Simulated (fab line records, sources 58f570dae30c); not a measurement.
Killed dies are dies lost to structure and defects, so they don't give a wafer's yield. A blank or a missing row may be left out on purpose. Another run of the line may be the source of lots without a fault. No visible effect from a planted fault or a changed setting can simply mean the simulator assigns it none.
Which tool is to blame?    flow berkeley-cmos170    6 lots, 18 wafers sampled, at 2 steps of a route of 331

== WHAT EACH GAUGE READ, for each wafer ==
UCB170_CONTACT_THK_MEAS_02.
lot   measured      on             CONTACT_PSG_THK (nm)
L220  day 6 22:45   film-metro-01  699 703 695
L221  day 7 13:12   film-metro-02  601 604 600
L224  day 7 13:11   film-metro-01  601 597 600
L233  day 9 13:11   film-metro-03  709 704 714
L238  day 10 23:18  film-metro-03  702 701 700
L242  day 11 08:56  film-metro-02  706 701 704

== WHAT TOOL EACH LOT RAN ON (gives the tool, then ch and the chambers of the sampled wafers, and finally the start) ==
lot   UCB170_CONTACT_CVD_01
L220  lpcvd-02 ch 0, day 6 20:58
L221  lpcvd-02 ch 0, day 7 11:23
L224  lpcvd-02 ch 1, day 7 11:23
L233  lpcvd-01 ch 0, day 9 11:22
L238  lpcvd-01 ch 1, day 10 21:31
L242  lpcvd-01 ch 0, day 11 07:09
- UCB170_CONTACT_CVD_01: deposits PSG from SiH4/O2/PH3, target thk 700 nm, time 2820 s.

== THE ANSWER, worked out from the rows above alone ==
Rule: the usual values come from the lots themselves. The widest of any qualifying gaps counts: lots, ordered by their means at a reading, are off when they make up no more than a third of the lots, leave a main group of 4 or more, and stand apart from it by 3 or more times the standard deviation of that group's means. A main group is skipped when, at the precision printed for the reading in the tables above, its means are all equal. Also off: a lot with no number at a reading for which 4 or more lots have one. Where the step has rows for the other lots, those lots are counted as sound.
Off: L221, L224, at UCB170_CONTACT_THK_MEAS_02 (CONTACT_PSG_THK). For the main group the mean is 703 nm and the standard deviation 3.8.
A tool fits if, at a process step before that reading, it ran every lot that is off, and no sound lot after the first of them. Those tools and the gauges at UCB170_CONTACT_THK_MEAS_02 are tried in the same way. One candidate fits, namely lpcvd-02 at UCB170_CONTACT_CVD_01. A fault onset in the window from L220 (day 6 20:58, its last sound lot) to L221 (day 7 11:23, its first lot off) fits.

== WHAT THE SIMULATOR PUT IN ==
Site profile drift: lpcvd-02, from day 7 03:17 on, at UCB170_CONTACT_CVD_01. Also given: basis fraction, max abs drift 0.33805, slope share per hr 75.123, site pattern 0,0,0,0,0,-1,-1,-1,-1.
Struck lots among those shown: L224, L221. The same result came from the rule above.
